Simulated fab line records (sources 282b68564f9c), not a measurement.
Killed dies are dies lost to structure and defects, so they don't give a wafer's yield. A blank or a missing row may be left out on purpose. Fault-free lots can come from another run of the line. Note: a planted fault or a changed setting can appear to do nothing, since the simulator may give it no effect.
fab line records    flow rit-cmos
record lots=6  wafers=18  last-day=6
route steps=202 shown GATE@96 REOX@98 NLDD@103 M1@202
lots untouched by any fault: they come from a run of this same line in which no faults occurred
start-h: start of the lot's first displayed wafer, in hours after the record's first day    wait-h: hours from the lot's prior step to this one    " the same as in the row above    L1.1+2: several wafers, shown together as one row    - no value, or no start given    * or withheld: withheld    < > ~ a bound
route shown NAME@n: NAME is a module with steps in the file, n the number in the route of the first one    usual: the fault-free wafers' mean and standard deviation    same: alike in all rows    chamber/n: place in a boat    sites: readings site by site    _std_site: the values' standard deviation    _edge_site: mean of outer sites minus mean of inner sites    radius-mm: for every site, how far away it sits from the centre of the wafer    mask NAME#n: copy n    behind: the last tool/chamber to shape the wafer    hold: reason for holding the lot/hours on hold/outcome of the hold    device: names the non-switching transistor (n, p or np)    end of line: at the end of the route, the tests of the same wafers    a step given without rows: its recipe and nothing more    killed: count of dies lost to structure and defects at first sort (not the wafer's yield)    map: the dies of a wafer, with x for killed, . for not killed, _ for no die there
set.NAME: the setting the step ran with; set.NAME@STEP: the setting that earlier step ran with    model.NAME: the simulator's own value behind a step, which no gauge read
lots seen at some steps along the route; tables by step, rows by wafer
services: from which hour (start-h, from the record's first day; less than 0 if before it) a tool's chamber was out of use, for how many hours, and why
## steps
# step RIT_GATE_STRIP_20
# recipe chemistry=O2  time-s=180  resist=NOVOLAK  platen-temp-c=withheld  power-w=500  pressure-mtorr=4000  o2-flow-sccm=4000
# usual drypump-motor-current-A=5.7/0.3
lot.wafer  tool             chamber  start-h  wait-h  drypump-motor-current-A  rf-hours-counter-h
L903.3     plasma-asher-03  1        50.79    0.1     5.3                      -
L903.5     "                1        "        "       5.4                      -
L903.6     "                0        "        "       5.8                      -
L908.2     plasma-asher-01  1        74.61    0.1     5.6                      28
L908.3     "                0        "        "       6.2                      -
L908.5     "                0        "        "       6.2                      -
L910.1     plasma-asher-04  0        83.69    0.1     5.3                      39
L910.2     "                1        "        "       5.7                      39
L910.4     "                1        "        "       5.7                      -
L912.3     plasma-asher-04  1        93.78    0.1     5.7                      -
L912.4     "                0        "        "       5.3                      -
L912.6     "                0        "        "       5.3                      -
L914.1     plasma-asher-01  1        102.63   0.1     5.6                      31
L914.2     "                0        "        "       6.2                      31
L914.6     "                0        "        "       6.2                      -
L919.1     plasma-asher-04  0        127.93   0.1     5.3                      1
L919.2     "                1        "        "       5.7                      1
L919.3     "                0        "        "       5.3                      -
# step RIT_GATE_CD_MEAS_90
# recipe target-cd-nm=150
# usual cd-nm=148.7/2.9
lot.wafer  tool       chamber  start-h  wait-h  cd-nm
L903.3     cd-sem-02  -        50.94    0.1     145.9
L903.5     "          -        "        "       148.8
L903.6     "          -        "        "       147.4
L908.2     cd-sem-01  -        74.92    0.3     147.9
L908.3     "          -        "        "       148.8
L908.5     "          -        "        "       145.2
L910.1     cd-sem-02  -        83.87    0.1     151.8
L910.2     "          -        "        "       151.1
L910.4     "          -        "        "       150.1
L912.3     cd-sem-02  -        93.93    0.1     147.6
L912.4     "          -        "        "       148.2
L912.6     "          -        "        "       147.8
L914.1     cd-sem-01  -        102.80   0.1     147.7
L914.2     "          -        "        "       147.7
L914.6     "          -        "        "       146.5
L919.1     cd-sem-01  -        128.11   0.1     148.6
L919.2     "          -        "        "       148.2
L919.3     "          -        "        "       147.9
# step RIT_REOX_CLEAN_00
# recipe chemistry=SC1  mix=3:3:50  time-s=600  temp-c=75
# step RIT_REOX_CLEAN_01
# recipe chemistry=dHF  dilution=50:1  time-s=30
# step RIT_REOX_CLEAN_02
# recipe chemistry=SC2  mix=3:3:50  time-s=600  temp-c=75  dry=n2-spin
# step RIT_REOX_OXIDATION_03
# recipe temp-c=900  ambient=O2  target-thk-a=252  ox-time-s=5580
# step RIT_REOX_THK_MEAS_04
# recipe reads=SiO2_of_REOX_OXIDATION_03
# usual REOX_OXIDE_THK=25.1/0.58
lot.wafer  tool           chamber  start-h  wait-h  REOX_OXIDE_THK[nm]
L903.3     film-metro-04  -        55.84    0.0     24.9
L903.5     "              -        "        "       25.5
L903.6     "              -        "        "       25.7
L908.2     film-metro-04  -        79.76    0.0     24.7
L908.3     "              -        "        "       25.2
L908.5     "              -        "        "       25.0
L910.1     film-metro-04  -        87.10    0.0     25.2
L910.2     "              -        "        "       24.6
L910.4     "              -        "        "       25.2
L912.3     film-metro-04  -        96.95    0.0     25.7
L912.4     "              -        "        "       25.3
L912.6     "              -        "        "       25.5
L914.1     film-metro-04  -        105.84   0.0     25.7
L914.2     "              -        "        "       25.9
L914.6     "              -        "        "       25.9
L919.1     film-metro-04  -        131.94   0.0     26.0
L919.2     "              -        "        "       26.5
L919.3     "              -        "        "       25.9
# step RIT_NLDD_HMDS_00
# recipe prime-time-s=60  prime-temp-c=140
# step RIT_NLDD_COAT_01
# recipe resist=NOVOLAK  spin-rpm=3250  resist-thk-nm=1000
# step RIT_NLDD_SOFTBAKE_02
# recipe resist=NOVOLAK  temp-c=90  time-s=60
# step RIT_NLDD_EXPOSE_03
# recipe mask-id=M7  na=0.57  target-cd-nm=40700  dose-mj=250
# step RIT_NLDD_PEB_04
# recipe resist=NOVOLAK  temp-c=withheld  time-s=withheld
# step RIT_NLDD_DEVELOP_05
# recipe resist=NOVOLAK  develop-time-s=50  dev-temp-c=23
# usual developer-temp-C=22.99/0.1  exhaust-pa=45.0/0.91  resist-line-temp-C=23.02/0.11
# same develop-time-s=50
lot.wafer  tool            chamber  start-h  wait-h  developer-temp-C  exhaust-pa  resist-line-temp-C
L903.3     litho-track-02  0        56       -       22.85             44.4        23.09
L903.5     "               0        "        "       22.73             44.5        23.04
L903.6     "               0        "        "       22.89             45.2        23.09
L908.2     litho-track-02  0        80       -       22.02             46.1        23.04
L908.3     "               0        "        "       22.15             46.6        22.92
L908.5     "               0        "        "       22.12             45.7        22.96
L910.1     litho-track-01  0        88       -       23.01             45.0        23.08
L910.2     "               0        "        "       22.87             45.1        23.11
L910.4     "               0        "        "       22.87             44.6        23.11
L912.3     litho-track-02  0        97       -       22.05             44.1        22.95
L912.4     "               0        "        "       21.94             46.0        22.98
L912.6     "               0        "        "       22.06             44.9        22.96
L914.1     litho-track-01  0        106      -       22.86             44.5        22.90
L914.2     "               0        "        "       22.98             44.4        22.84
L914.6     "               0        "        "       22.99             44.6        23.19
L919.1     litho-track-01  0        132      -       23.02             45.5        23.03
L919.2     "               0        "        "       22.89             45.0        23.06
L919.3     "               0        "        "       23.12             45.1        23.15
# step RIT_NLDD_OVL_MEAS_06
# usual NLDD_OVL=0.3/1.3
lot.wafer  tool        chamber  start-h  wait-h  NLDD_OVL[nm]
L903.3     overlay-01  -        56.92    -       -2.3
L903.5     "           -        "        "       0.0
L903.6     "           -        "        "       -1.1
L908.2     overlay-02  -        80.75    -       0.1
L908.3     "           -        "        "       1.2
L908.5     "           -        "        "       0.4
L910.1     overlay-02  -        88.88    -       0.9
L910.2     "           -        "        "       0.6
L910.4     "           -        "        "       -0.1
L912.3     overlay-01  -        97.98    -       -0.2
L912.4     "           -        "        "       0.6
L912.6     "           -        "        "       1.3
L914.1     overlay-02  -        106.87   -       0.7
L914.2     "           -        "        "       1.7
L914.6     "           -        "        "       2.1
L919.1     overlay-01  -        132.85   -       1.7
L919.2     "           -        "        "       0.6
L919.3     "           -        "        "       1.2
# step RIT_M1_PROBE_99
# usual killed-at-front-end=7/3.1  killed-dies=7/3.1  killed-open=3.3/2  killed-short=3.5/1.9
# same gross-dies=264  killed_at_M0_to_M3=0  killed_at_M4_up=0  killed-at-back-side=0  killed-at-contacts=0  killed-at-other=0
lot.wafer  tool       chamber  start-h  wait-h  killed-at-front-end  killed-dies  killed-open  killed-short
L903.3     prober-01  -        72.49    0.2     3                    3            2            1
L903.5     prober-01  -        72.59    0.2     3                    3            2            1
L903.6     prober-01  -        72.64    0.2     12                   12           8            4
L908.2     prober-02  -        97.02    0.1     5                    5            2            3
L908.3     prober-02  -        97.07    0.2     6                    6            4            2
L908.5     prober-02  -        97.17    0.2     11                   11           6            5
L910.1     prober-02  -        105.70   0.1     9                    9            5            4
L910.2     prober-02  -        105.75   0.1     10                   10           5            5
L910.4     prober-02  -        105.85   0.2     5                    5            3            2
L912.3     prober-02  -        113.81   0.2     6                    6            2            4
L912.4     prober-02  -        113.86   0.2     5                    5            2            3
L912.6     prober-02  -        113.96   0.2     3                    3            1            2
L914.1     prober-02  -        122.75   0.1     10                   10           6            4
L914.2     prober-02  -        122.80   0.1     6                    6            4            2
L914.6     prober-02  -        123.00   0.2     7                    7            3            4
L919.1     prober-01  -        148.64   0.1     5                    5            3            2
L919.2     prober-01  -        148.69   0.1     6                    6            3            3
L919.3     prober-01  -        148.74   0.2     6                    6            2            4
# killed by level:class
L903.3 FOX1:geometric-particle:open=1 FOX2:geometric-particle:short=1 GATE:geometric-particle:open=1
L903.5 FOX1:geometric-particle:open=1 FOX1:geometric-particle:short=1 REOX:geometric-particle:open=1
L903.6 FOX1:geometric-particle:open=3 GATE:geometric-particle:open=2 GATE:geometric-particle:short=2 FOX2:geometric-particle:open=1 FOX2:geometric-particle:short=1 REOX:geometric-particle:open=1 SILICIDE:geometric-particle:short=1 SILICIDE:geometric-particle:open=1
L908.2 FOX1:geometric-particle:short=1 GATE:geometric-particle:open=1 GATE:geometric-particle:short=1 SPACER:geometric-particle:open=1 SPACER:geometric-particle:short=1
L908.3 SILICIDE:geometric-particle:short=2 GATE:geometric-particle:open=1 REOX:geometric-particle:open=1 SPACER:geometric-particle:open=1 SILICIDE:geometric-particle:open=1
L908.5 SILICIDE:geometric-particle:short=3 REOX:geometric-particle:open=2 FOX2:geometric-particle:open=1 GATE:geometric-particle:open=1 GATE:geometric-particle:short=1 REOX:geometric-particle:short=1 SPACER:geometric-particle:open=1 SILICIDE:geometric-particle:open=1
L910.1 FOX2:geometric-particle:short=2 GATE:geometric-particle:open=2 REOX:geometric-particle:open=2 GATE:geometric-particle:short=1 REOX:geometric-particle:short=1 SILICIDE:geometric-particle:open=1
L910.2 GATE:geometric-particle:open=3 GATE:geometric-particle:short=2 REOX:geometric-particle:short=2 FOX2:geometric-particle:open=1 FOX2:geometric-particle:short=1 REOX:geometric-particle:open=1
L910.4 GATE:geometric-particle:short=2 GATE:geometric-particle:open=2 SILICIDE:geometric-particle:open=1
L912.3 GATE:geometric-particle:short=3 FOX1:geometric-particle:short=1 FOX2:geometric-particle:open=1 GATE:geometric-particle:open=1
L912.4 GATE:geometric-particle:short=3 GATE:geometric-particle:open=2
L912.6 FOX1:geometric-particle:short=1 FOX2:geometric-particle:short=1 GATE:geometric-particle:open=1
L914.1 SILICIDE:geometric-particle:open=2 FOX1:geometric-particle:open=1 FOX1:geometric-particle:short=1 GATE:geometric-particle:open=1 REOX:geometric-particle:short=1 REOX:geometric-particle:open=1 SPACER:geometric-particle:open=1 SPACER:geometric-particle:short=1
L914.2 GATE:geometric-particle:open=2 FOX1:geometric-particle:open=1 REOX:geometric-particle:short=1 REOX:geometric-particle:open=1 SPACER:geometric-particle:short=1
L914.6 GATE:geometric-particle:open=3 GATE:geometric-particle:short=2 SPACER:geometric-particle:short=1 SILICIDE:geometric-particle:short=1
L919.1 FOX1:geometric-particle:short=1 GATE:geometric-particle:open=1 REOX:geometric-particle:open=1 SPACER:geometric-particle:open=1 SILICIDE:geometric-particle:short=1
L919.2 FOX1:geometric-particle:short=1 FOX1:geometric-particle:open=1 GATE:geometric-particle:short=1 GATE:geometric-particle:open=1 SPACER:geometric-particle:open=1 SILICIDE:geometric-particle:short=1
L919.3 GATE:geometric-particle:short=2 FOX1:geometric-particle:open=1 FOX2:geometric-particle:short=1 GATE:geometric-particle:open=1 SPACER:geometric-particle:short=1
## services
tool             chamber  start-h  hours  kind
plasma-asher-01  -        39.76    1.2    repair
plasma-asher-04  -        62.61    0.7    repair
plasma-asher-04  -        91.79    1.4    repair
plasma-asher-04  -        99.32    2.8    repair
plasma-asher-04  -        108.75   9.0    pm
plasma-asher-04  0        108.75   9.0    vent-cycle
plasma-asher-04  1        108.75   9.0    vent-cycle
plasma-asher-04  0        117.75   -      clean
plasma-asher-04  1        117.75   -      clean
## key
first-sign step=RIT_NLDD_DEVELOP_05  reading=developer-temp-C  direction=down  sigmas=9.2  usual=*  struck=*
effect none on later readings
met-at RIT_NLDD_DEVELOP_05
struck-wafers L908.2,L908.3,L908.5,L912.3,L912.4,L912.6
tester-left-out L908,L912
onset-between 56 80
fault kind=process-parameter-drift  tool=litho-track-02  chamber=-  onset-h=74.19  steps=RIT_NLDD_DEVELOP_05  channel=dev-temp-c  offset=*  shape=step  end-h=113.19  acts-in=*  stated=*
# tester-left-out: of these lots the tester's yield and bins aren't shown, on N5 and GAA mostly nor the transistor test; their killed dies are dies lost to structure and defects alone, not to doping, threshold or leakage, so they don't give the yield
